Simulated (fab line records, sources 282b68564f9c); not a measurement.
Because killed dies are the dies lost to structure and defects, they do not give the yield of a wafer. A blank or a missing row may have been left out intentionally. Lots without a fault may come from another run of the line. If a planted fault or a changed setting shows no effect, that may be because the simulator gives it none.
fab line records	flow rit_cmos
record lots=14	wafers=42	last_day=8
route steps=202 shown PRETRO@67
lots that met no fault: taken from a fault-free run of the same line
start_h: hours from the record's opening day to when the first of the lot's shown wafers began	wait_h: time in hours since the lot's previous step	" the same as in the row above	L1.1+2: a row that stands for several wafers	- no value, or no start was given	* or withheld: withheld	< > ~ a bound
route shown NAME@n: names a module that has steps shown in the file, with the first one's number in the route	usual: the fault-free wafers' mean and standard deviation	same: alike in all rows	chamber/n: place in a boat	sites: each site's reading	_std_site: standard deviation across them	_edge_site: the outer-site mean with the inner-site mean subtracted	radius_mm: for every site, how far away it sits from the centre of the wafer	mask NAME#n: copy n	behind: the most recent tool/chamber to have shaped the wafer	hold: why the lot was held/for how many hours/how that ended	device: which transistor (n, p or np) failed to switch	end of line: the route-end tests of the same wafers	for a step that has no rows: nothing shown but its recipe	killed: dies lost to structure and defects at the first sort, not the wafer's yield	map: shows each die of a wafer: x if killed, . if not, _ if none is there
set.NAME: setting as actually run; set.NAME@STEP: the setting as run at that earlier step	model.NAME: the simulator's own value behind a step, which no gauge read
the route's steps for a sample of lots (tables are steps, rows are wafers)
services: from which hour (start_h, from the record's first day; less than 0 if before it) a tool's chamber was out of use, for how many hours, and why
## steps
# step RIT_PRETRO_EXPOSE_03
# recipe mask_id=M5	na=0.57	target_cd_nm=43700	dose_mj=250
# usual exposure_dose_mJ_cm2=249.89/0.24	focus_offset_nm=0.1/0.49
lot.wafer	tool	chamber	start_h	wait_h	mask	exposure_dose_mJ_cm2	focus_offset_nm
L554.1	iline_stepper-02	0	32.79	0.2	M5#0	250.31	0.0
L554.4	"	0	"	"	M5#0	250.01	0.3
L554.5	"	0	"	"	M5#0	250.16	0.2
L555.1	iline_stepper-02	0	37.75	0.1	M5#0	249.90	-0.2
L555.2	"	0	"	"	M5#0	250.10	-0.5
L555.4	"	0	"	"	M5#0	250.11	0.0
L556.2	iline_stepper-01	0	43.11	0.2	M5#0	249.63	0.5
L556.3	"	0	"	"	M5#0	250.07	-0.1
L556.4	"	0	"	"	M5#0	249.96	0.4
L567.4	iline_stepper-01	-	106.34	0.1	M5#0	-	-
L567.5	"	-	"	"	M5#0	-	-
L567.6	"	-	"	"	M5#0	-	-
L568.2	iline_stepper-01	-	111.80	0.1	M5#0	-	-
L568.3	"	-	"	"	M5#0	-	-
L568.4	"	-	"	"	M5#0	-	-
L569.1	iline_stepper-02	0	117.69	0.2	M5#0	249.93	-0.7
L569.3	"	0	"	"	M5#0	249.73	-0.6
L569.5	"	0	"	"	M5#0	250.31	-1.1
L570.1	iline_stepper-01	0	124.71	0.2	M5#0	249.76	0.5
L570.2	"	0	"	"	M5#0	250.24	0.1
L570.4	"	0	"	"	M5#0	250.35	-0.5
L571.1	iline_stepper-02	0	125.00	0.2	M5#0	249.87	1.1
L571.3	"	0	"	"	M5#0	249.91	0.3
L571.5	"	0	"	"	M5#0	249.84	-0.3
L572.3	iline_stepper-01	0	135.63	0.2	M5#0	249.43	0.5
L572.5	"	0	"	"	M5#0	249.71	0.2
L572.6	"	0	"	"	M5#0	249.68	-0.3
L574.2	iline_stepper-01	0	139.32	0.1	M5#0	249.58	-0.2
L574.5	"	0	"	"	M5#0	249.95	-0.2
L574.6	"	0	"	"	M5#0	249.67	-0.9
L575.2	iline_stepper-02	0	139.56	0.3	M5#0	249.74	-0.1
L575.4	"	0	"	"	M5#0	249.94	-0.2
L575.6	"	0	"	"	M5#0	249.81	0.3
L573.4	iline_stepper-01	0	139.84	0.4	M5#0	249.82	0.3
L573.5	"	0	"	"	M5#0	250.15	0.0
L573.6	"	0	"	"	M5#0	250.17	0.8
L577.1	iline_stepper-02	0	149.30	0.2	M5#0	250.19	-0.7
L577.4	"	0	"	"	M5#0	250.07	-0.1
L577.6	"	0	"	"	M5#0	250.14	1.0
L576.4	iline_stepper-02	0	150.67	0.1	M5#0	249.61	0.7
L576.5	"	0	"	"	M5#0	249.86	0.1
L576.6	"	0	"	"	M5#0	249.72	1.0
## services
tool	chamber	start_h	hours	kind
iline_stepper-01	-	57.30	1.7	pm
## key
first_sign step=RIT_PRETRO_EXPOSE_03	reading=tool_record	direction=missing
effect none on later readings
met_at RIT_PRETRO_EXPOSE_03
struck_lots L567,L568
sort_left_out L567.4,L567.5,L567.6,L568.2,L568.3,L568.4
tester_left_out L567,L568
onset_between 43.11 106.34
fault kind=skipped_step_whole	tool=iline_stepper-01	chamber=-	onset_h=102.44	steps=RIT_PRETRO_EXPOSE_03	scope=struck_lots_only
# tester_left_out: of these lots the tester's yield and bins aren't shown, on N5 and GAA mostly nor the transistor test; their killed dies are dies lost to structure and defects alone, not to doping, threshold or leakage, so they don't give the yield
# sort_left_out: the simulated sort isn't trusted on such a fault, so these wafers' sort isn't shown, and their yield isn't known
